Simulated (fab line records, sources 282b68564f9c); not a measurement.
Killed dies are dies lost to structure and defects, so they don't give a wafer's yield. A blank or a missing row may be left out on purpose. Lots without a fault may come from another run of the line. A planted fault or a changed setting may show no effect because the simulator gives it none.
Split-lot experiment | flow rit_cmos | 5 lots, 23 wafers read, on a route of 202 steps

THE SPLIT
At RIT_CONTACT_CVD_00 (deposits SiO2 from TEOS, target thk 400 nm, time 61 s), the setting time_s was moved away from the recipe's 61 s on 9 of the 23 wafers read, by -8.3% to +14.5%. The other wafers ran this setting at the recipe's value.

The file shows no step between the split and the reading.

THE READING
CONTACT_TEOS_THK, in nm, at RIT_CONTACT_THK_MEAS_01. Fault-free wafers of this fab line usually give 401 nm, standard deviation 5.1 nm.

wafer  | tool, chamber at the split | time_s as run, s | against the recipe | CONTACT_TEOS_THK, nm | against lot-mates on the recipe
L075.1 | pecvd-03, 2                | 61               | recipe             | 401                  | -
L075.2 | pecvd-03, 0                | 69.82            | +14.5%             | 462                  | +56
L075.4 | pecvd-03, 2                | 61               | recipe             | 410                  | -
L075.5 | pecvd-03, 0                | 69.82            | +14.5%             | 470                  | +64
L075.6 | pecvd-03, 1                | 69.82            | +14.5%             | 469                  | +64
L078.1 | pecvd-03, 1                | 69.78            | +14.4%             | 461                  | +62
L078.2 | pecvd-03, 0                | 61               | recipe             | 403                  | -
L078.3 | pecvd-03, 2                | 61               | recipe             | 396                  | -
L078.5 | pecvd-03, 1                | 69.78            | +14.4%             | 461                  | +62
L078.6 | pecvd-03, 2                | 69.78            | +14.4%             | 462                  | +62
L081.1 | pecvd-03, 0                | 61               | recipe             | 398                  | -
L081.3 | pecvd-03, 1                | 61               | recipe             | 397                  | -
L081.6 | pecvd-03, 1                | 61               | recipe             | 405                  | -
L084.1 | pecvd-03, 2                | 61               | recipe             | 399                  | -
L084.2 | pecvd-03, 0                | 55.96            | -8.3%              | 364                  | -35
L084.3 | pecvd-03, 1                | 61               | recipe             | 399                  | -
L084.4 | pecvd-03, 1                | 55.96            | -8.3%              | 374                  | -25
L084.6 | pecvd-03, 0                | 55.96            | -8.3%              | 374                  | -25
L085.1 | pecvd-04, 2                | 61               | recipe             | 399                  | -
L085.3 | pecvd-04, 0                | 61               | recipe             | 398                  | -
L085.4 | pecvd-04, 1                | 61               | recipe             | 407                  | -
L085.5 | pecvd-04, 0                | 61               | recipe             | 406                  | -
L085.6 | pecvd-04, 2                | 61               | recipe             | 405                  | -

THE FIT
A straight line over all 23 wafers: CONTACT_TEOS_THK changes by +4.21 nm for each +1% of time_s; r = +0.99; the points scatter about the line by 4.5 nm.
The same after taking each lot's own level away (the mean of its wafers on the recipe; 23 wafers): +4.1 nm for each +1%; r = +0.99; scatter 4.2 nm.
On that fit, the largest move of time_s shifts the reading by 59 nm.
The lots' own levels span 399.0 to 405.5 nm, that is 1.3 times the standard deviation above.
So the lot-to-lot level changes the slope little: the two slopes agree.
Check: with one of the wafers moved furthest among these (+14.5%) left out of the fit, the line predicts +61.4 nm for it against its lot-mates. It came out at +56.5 nm against them.

OTHER SPLITS ON THESE WAFERS
These wafers also went through other splits before the reading. Each is held against what the fit with the lots' levels taken away leaves over:
other split on the same wafers | wafers away from the commonest value | r with CONTACT_TEOS_THK (lot level and that fit taken away)
RIT_SPACER_CVD_03 time_s       | 15                                   | -0.15
RIT_NSD_IMPLANT_08 dose_cm2    | 4                                    | -0.49
RIT_PSD_IMPLANT_08 dose_cm2    | 10                                   | -0.33

THE WHOLE CHAIN: every reading that the file lists as answering this split, in the file's order
step                    | what it does                                                                | reading                                                                        | change (the file's fit)              | r (the file's)
RIT_CONTACT_CVD_00      | deposits SiO2 from TEOS, target thk 400 nm, time 61 s                       | SiO2_of_CONTACT_CVD_00.thk_nm (the simulator's own value, which no gauge read) | +4.11 nm for each +1% of the setting | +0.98
RIT_CONTACT_THK_MEAS_01 |                                                                             | CONTACT_TEOS_THK                                                               | +4.13 for each +1% of the setting    | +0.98
RIT_CONTACT_ETCH_11     | etches SiO2 in CHF3/CF4/Ar, stops on TiSi2, target depth 480 nm, time 320 s | etch.depth_nm (the simulator's own value, which no gauge read)                 | +3.88 nm for each +1% of the setting | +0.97
RIT_CONTACT_ETCH_11     | etches SiO2 in CHF3/CF4/Ar, stops on TiSi2, target depth 480 nm, time 320 s | CONTACT.feature_depth_nm (the simulator's own value, which no gauge read)      | +3.88 nm for each +1% of the setting | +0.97

THE FILE'S OWN FIT
CONTACT_TEOS_THK changes by +4.13 nm for each +1% of time_s, r = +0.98.
